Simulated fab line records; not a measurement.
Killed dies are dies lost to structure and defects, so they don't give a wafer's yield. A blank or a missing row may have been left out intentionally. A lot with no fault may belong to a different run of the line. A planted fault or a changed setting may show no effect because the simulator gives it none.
fab line records	flow berkeley_cmos170
record: lots: 13	wafers: 37	last_day: 11
route steps=331 shown SCREENOX@102 NSD@196 V1@254 M2@286
lots that met no fault: taken from a fault-free run of the same line
start_h: start of the lot's first displayed wafer, in hours after the record's first day	wait_h: hours from the lot's prior step to this one	" the same as in the row above	L1.1+2: a single row standing in for several wafers	- no value, or no start was given	* or withheld: withheld	< > ~ a bound
route shown NAME@n: a module of which the file shows steps, and the number in the route of the first	usual: mean/standard deviation of fault-free wafers	same: alike in all rows	chamber/n: place in a boat	sites: each site's reading	_std_site: their standard deviation	_edge_site: mean of outer sites minus mean of inner sites	radius_mm: for every site, how far away it sits from the centre of the wafer	mask NAME#n: copy n	behind: the most recent tool/chamber to have shaped the wafer	hold: cause of the lot's hold/its duration in hours/its outcome	device: whichever transistor did not switch (one of n, p or np)	end of line: the same wafers' tests at the end of the route	a step given without rows: its recipe and nothing more	killed: at the first sort, the dies lost to defects and structure; wafer yield is something else	map: the dies of a wafer, with x for killed, . for not killed, _ for no die there
set.NAME: the setting as run; set.NAME@STEP: as run at that earlier step	model.NAME: the simulator's own value behind a step, which no gauge read
steps of the route over a sample of lots; a table a step, a row a wafer
services: from which hour (start_h, from the record's first day; less than 0 if before it) a tool's chamber was out of use, for how many hours, and why
== steps ==
step: UCB170_SCREENOX_THK_MEAS_02
recipe: reads: SiO2_of_SCREENOX_OXIDATION_01
usual: SCREENOX_OXIDE_THK: 14.4/0.31
lot.wafer	tool	chamber	start_h	wait_h	SCREENOX_OXIDE_THK[nm]
L830.2	film_metro-01	-	108.85	0.0	14.9
L830.4	"	-	"	"	14.7
L830.6	"	-	"	"	15.0
L832.3	film_metro-02	-	108.86	0.0	14.6
L832.4	"	-	"	"	14.8
L832.6	"	-	"	"	15.0
L834.1	film_metro-01	-	131.15	0.0	14.0
L834.4	"	-	"	"	14.2
L834.5	"	-	"	"	14.0
L837.1	film_metro-03	-	142.71	0.1	14.5
L837.2	"	-	"	"	14.7
L837.3	"	-	"	"	14.2
L839.1	film_metro-01	-	156.25	0.0	14.2
L839.4	"	-	"	"	13.8
L839.5	"	-	"	"	13.8
L840.2	film_metro-03	-	156.26	0.0	14.3
L840.5	"	-	"	"	14.0
L840.6	"	-	"	"	14.3
L841.2	film_metro-01	-	156.32	0.1	14.5
L841.3	"	-	"	"	14.4
L841.4	"	-	"	"	14.2
L842.4	film_metro-02	-	169.16	0.0	14.2
L846.1	film_metro-03	-	185.28	0.0	14.2
L846.3	"	-	"	"	14.0
L846.4	"	-	"	"	14.1
L847.1	film_metro-01	-	185.28	0.0	14.5
L847.3	"	-	"	"	14.3
L847.6	"	-	"	"	14.3
L848.1	film_metro-03	-	203.57	0.0	14.5
L848.4	"	-	"	"	14.4
L848.6	"	-	"	"	14.5
L849.3	film_metro-03	-	203.65	0.1	14.4
L849.5	"	-	"	"	14.3
L849.6	"	-	"	"	14.5
L850.1	film_metro-02	-	213.46	0.0	14.1
L850.4	"	-	"	"	14.4
L850.6	"	-	"	"	14.6
step: UCB170_NSD_STRIP_09
recipe: chemistry: O2	power_w: 400	pressure_mtorr: 3500	platen_temp_c: withheld	o2_flow_sccm: 400	overash_fraction: 0.5
usual: chamber_pressure_mTorr: 3499/3.3	drypump_motor_current_A: 5.3/0.35	oes_product_au: 0.534/0.0044	strip_time_to_endpoint_s: 35.84/0.083
lot.wafer	tool	chamber	start_h	wait_h	chamber_pressure_mTorr	drypump_motor_current_A	oes_product_au	rf_hours_counter_h	strip_time_to_endpoint_s
L830.2	plasma_asher-03	1	140.80	0.1	3498	5.3	0.524	44	35.82
L830.4	"	0	"	"	3498	5.4	0.529	-	35.86
L830.6	"	1	"	"	3502	5.2	0.526	-	35.83
L832.3	plasma_asher-01	1	141.19	0.1	3501	5.9	0.539	-	35.64
L832.4	"	0	"	"	3499	5.2	0.530	-	35.71
L832.6	"	0	"	"	3494	5.2	0.534	-	35.77
L834.1	plasma_asher-04	0	170.19	0.1	3499	4.7	0.534	41	35.78
L834.4	"	1	"	"	3500	5.5	0.537	-	35.83
L834.5	"	0	"	"	3505	4.7	0.532	-	35.79
L837.1	plasma_asher-03	0	177.42	0.1	3498	5.4	0.536	47	35.89
L837.2	"	1	"	"	3495	5.2	0.530	47	35.91
L837.3	"	0	"	"	3500	5.4	0.543	-	35.79
L841.2	plasma_asher-04	1	192.42	0.1	3499	5.5	0.532	43	35.89
L841.3	"	0	"	"	3498	4.7	0.535	-	35.92
L841.4	"	1	"	"	3495	5.5	0.541	-	35.95
L839.1	plasma_asher-03	0	193.26	0.1	3499	5.4	0.538	49	35.80
L839.4	"	0	"	"	3497	5.4	0.528	-	35.81
L839.5	"	0	"	"	3498	5.4	0.530	-	35.79
L840.2	plasma_asher-04	1	193.71	0.1	3499	5.5	0.527	44	35.82
L840.5	"	0	"	"	3498	4.7	0.532	-	35.90
L840.6	"	1	"	"	3498	5.5	0.532	-	35.78
L842.4	plasma_asher-04	1	204.41	0.1	3499	5.5	0.537	-	35.85
L847.1	plasma_asher-03	0	221.36	0.1	3506	5.4	0.535	52	35.80
L847.3	"	0	"	"	3500	5.4	0.536	-	35.79
L847.6	"	0	"	"	3499	5.4	0.528	-	35.74
L846.1	plasma_asher-01	1	221.72	0.1	3505	5.9	0.536	11	36.05
L846.3	"	1	"	"	3496	5.9	0.529	-	36.05
L846.4	"	0	"	"	3499	5.2	0.535	-	36.04
L848.1	plasma_asher-01	1	233.93	0.1	3501	5.9	0.532	13	35.81
L848.4	"	1	"	"	3504	5.9	0.531	-	35.92
L848.6	"	1	"	"	3498	5.9	0.532	-	35.84
L849.3	plasma_asher-04	0	234.24	0.1	3498	4.7	0.530	-	35.86
L849.5	"	0	"	"	3500	4.7	0.532	-	35.89
L849.6	"	1	"	"	3500	5.5	0.539	-	35.94
L850.1	plasma_asher-03	0	244.08	0.1	3496	5.4	0.532	54	35.94
L850.4	"	0	"	"	3499	5.4	0.534	-	36.02
L850.6	"	0	"	"	3498	5.4	0.534	-	35.94
step: UCB170_V1_CVD_00
recipe: material: SiO2	target_thk_nm: 2000	temp_c: 390	precursor: TEOS/O2	time_s: 250	rf_w: 550	pressure_mtorr: 9000
usual: heater_power_w: 246/56	rf_fwd_power_W: 548.6/1.6	run_length_s: 277.8/0.43
lot.wafer	tool	chamber	start_h	wait_h	heater_power_w	rf_fwd_power_W	run_length_s
L830.2	pecvd-02	1	154.58	0.0	326	547.6	277.7
L830.4	"	0	"	"	352	546.5	278.1
L830.6	"	1	"	"	271	548.6	278.3
L832.3	pecvd-04	2	154.58	0.0	208	545.9	277.5
L832.4	"	1	"	"	173	550.6	278.2
L832.6	"	2	"	"	156	547.4	277.7
L834.1	pecvd-04	1	187.01	0.0	226	548.1	278.6
L834.4	"	0	"	"	223	549.9	277.2
L834.5	"	2	"	"	158	548.6	277.9
L837.1	pecvd-02	0	190.92	0.0	346	549.6	278.9
L837.2	"	1	"	"	292	547.9	277.5
L837.3	"	2	"	"	280	548.6	277.8
L839.1	pecvd-01	1	207.37	0.0	262	549.3	277.7
L839.4	"	0	"	"	288	548.5	277.2
L839.5	"	2	"	"	186	548.6	277.8
L840.2	pecvd-02	0	207.37	0.0	289	548.4	278.2
L840.5	"	1	"	"	373	545.0	277.3
L840.6	"	2	"	"	228	548.1	277.7
L841.2	pecvd-04	1	207.37	0.0	223	551.6	278.2
L841.3	"	0	"	"	302	551.8	277.5
L841.4	"	2	"	"	222	552.1	277.4
L842.4	pecvd-02	0	230.10	0.1	249	-	235.9
L846.1	pecvd-01	0	236.31	0.0	292	549.2	277.9
L846.3	"	1	"	"	220	547.6	278.2
L846.4	"	2	"	"	187	546.2	278.4
L847.1	pecvd-04	2	236.31	0.0	199	547.1	277.4
L847.3	"	0	"	"	311	549.8	277.2
L847.6	"	2	"	"	158	547.9	278.1
L848.1	pecvd-04	1	248.74	0.0	222	547.9	278.1
L848.4	"	2	"	"	155	548.3	277.4
L848.6	"	1	"	"	172	550.4	278.5
L849.3	pecvd-01	0	248.74	0.0	290	547.7	277.7
L849.5	"	2	"	"	190	549.6	278.0
L849.6	"	0	"	"	200	546.6	277.2
L850.1	pecvd-04	1	257.27	0.0	243	546.2	278.5
L850.4	"	2	"	"	155	551.3	277.4
L850.6	"	1	"	"	173	549.4	278.2
step: UCB170_V1_THK_MEAS_01
recipe: reads: SiO2_of_V1_CVD_00
usual: V1_TEOS_THK: 1996/25
lot.wafer	tool	chamber	start_h	wait_h	V1_TEOS_THK[nm]
L830.2	film_metro-04	-	154.75	0.1	1998
L830.4	"	-	"	"	2040
L830.6	"	-	"	"	2024
L832.3	film_metro-01	-	154.76	0.1	1996
L832.4	"	-	"	"	2003
L832.6	"	-	"	"	2024
L834.1	film_metro-02	-	187.16	0.1	1952
L834.4	"	-	"	"	2014
L834.5	"	-	"	"	2025
L837.1	film_metro-04	-	191.08	0.1	1965
L837.2	"	-	"	"	1993
L837.3	"	-	"	"	1989
L839.1	film_metro-04	-	207.53	0.1	2026
L839.4	"	-	"	"	2015
L839.5	"	-	"	"	2008
L840.2	film_metro-01	-	207.54	0.1	1986
L840.5	"	-	"	"	2042
L840.6	"	-	"	"	2039
L841.2	film_metro-02	-	207.54	0.1	1945
L841.3	"	-	"	"	1976
L841.4	"	-	"	"	1997
L842.4	film_metro-02	-	230.21	0.0	1678
L846.1	film_metro-02	-	236.47	0.1	1965
L846.3	"	-	"	"	1967
L846.4	"	-	"	"	1987
L847.1	film_metro-04	-	236.47	0.1	2002
L847.3	"	-	"	"	1990
L847.6	"	-	"	"	2018
L848.1	film_metro-04	-	248.90	0.1	1974
L848.4	"	-	"	"	2020
L848.6	"	-	"	"	1984
L849.3	film_metro-02	-	248.92	0.1	1991
L849.5	"	-	"	"	2024
L849.6	"	-	"	"	2017
L850.1	film_metro-04	-	257.47	0.1	1935
L850.4	"	-	"	"	2010
L850.6	"	-	"	"	1975
step: UCB170_M2_CD_MEAS_15
recipe: target_cd_nm: 700
usual: cd_nm: 700.2/1.4
lot.wafer	tool	chamber	start_h	wait_h	cd_nm
L830.2	cd_sem-02	-	159.18	-	701.0
L830.4	"	-	"	"	698.8
L830.6	"	-	"	"	699.9
L832.3	cd_sem-01	-	159.90	-	699.1
L832.4	"	-	"	"	699.2
L832.6	"	-	"	"	700.8
L834.1	cd_sem-02	-	192.34	-	703.3
L834.4	"	-	"	"	702.2
L834.5	"	-	"	"	702.7
L837.1	cd_sem-02	-	196.01	-	698.9
L837.2	"	-	"	"	699.7
L837.3	"	-	"	"	700.4
L841.2	cd_sem-01	-	212.62	-	701.5
L841.3	"	-	"	"	701.7
L841.4	"	-	"	"	700.2
L840.2	cd_sem-01	-	213.18	-	699.8
L840.5	"	-	"	"	699.5
L840.6	"	-	"	"	697.9
L839.1	cd_sem-01	-	213.76	-	701.5
L839.4	"	-	"	"	700.7
L839.5	"	-	"	"	699.7
L842.4	cd_sem-01	-	234.25	-	698.8
L847.1	cd_sem-02	-	242.50	-	701.7
L847.3	"	-	"	"	702.3
L847.6	"	-	"	"	701.1
L846.1	cd_sem-01	-	242.74	-	699.1
L846.3	"	-	"	"	700.3
L846.4	"	-	"	"	698.3
L849.3	cd_sem-02	-	253.42	-	699.2
L849.5	"	-	"	"	698.8
L849.6	"	-	"	"	699.8
L848.1	cd_sem-01	-	253.90	-	697.8
L848.4	"	-	"	"	698.7
L848.6	"	-	"	"	698.0
L850.1	cd_sem-01	-	262.71	-	699.7
L850.4	"	-	"	"	700.8
L850.6	"	-	"	"	699.8
== services ==
tool	chamber	start_h	hours	kind
plasma_asher-01	0	117.81	-	clean
plasma_asher-01	1	117.81	-	clean
pecvd-02	-	135.40	0.5	repair
pecvd-02	-	135.93	14.0	pm
pecvd-02	0	135.93	14.0	vent_cycle
pecvd-02	1	135.93	14.0	vent_cycle
pecvd-02	2	135.93	14.0	vent_cycle
pecvd-02	-	140.71	1.1	repair
pecvd-02	0	149.93	-	clean
pecvd-02	1	149.93	-	clean
pecvd-02	2	149.93	-	clean
plasma_asher-01	-	169.14	2.3	repair
plasma_asher-03	-	199.18	10.5	repair
pecvd-04	-	227.35	5.5	pm
plasma_asher-04	-	231.83	1.4	repair
plasma_asher-03	-	244.97	2.8	pm
== key ==
first_sign: step: UCB170_V1_CVD_00	reading: run_length_s	direction: down	sigmas: 96	usual: *	struck: *
effect: step: UCB170_V1_THK_MEAS_01	reading: V1_TEOS_THK	direction: down	sigmas: 13	usual: 1996	struck: 1678
met_at UCB170_V1_CVD_00
struck_lots L842
struck_wafers L842.4
sort_left_out L842.4
tester_left_out L842
not_acting_at UCB170_SCREENOX_THK_MEAS_02,UCB170_NSD_STRIP_09,UCB170_M2_CD_MEAS_15
onset_between 207.37 230.10
earlier_fault: kind: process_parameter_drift	tool: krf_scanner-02	chamber: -	onset_h: 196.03	steps: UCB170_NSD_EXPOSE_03	channel: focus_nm	offset: 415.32	spread_by_wafer: 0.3	shape: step	end_h: 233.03
fault: kind: process_parameter_drift	tool: pecvd-02	chamber: 0	onset_h: 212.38	steps: UCB170_V1_CVD_00	channel: time_s	offset: *	shape: step	acts_in: *	stated: *
tester_left_out: of these lots the tester's yield and bins aren't shown, on N5 and GAA mostly nor the transistor test; their killed dies are dies lost to structure and defects alone, not to doping, threshold or leakage, so they don't give the yield
sort_left_out: the simulated sort isn't trusted on such a fault, so these wafers' sort isn't shown, and their yield isn't known
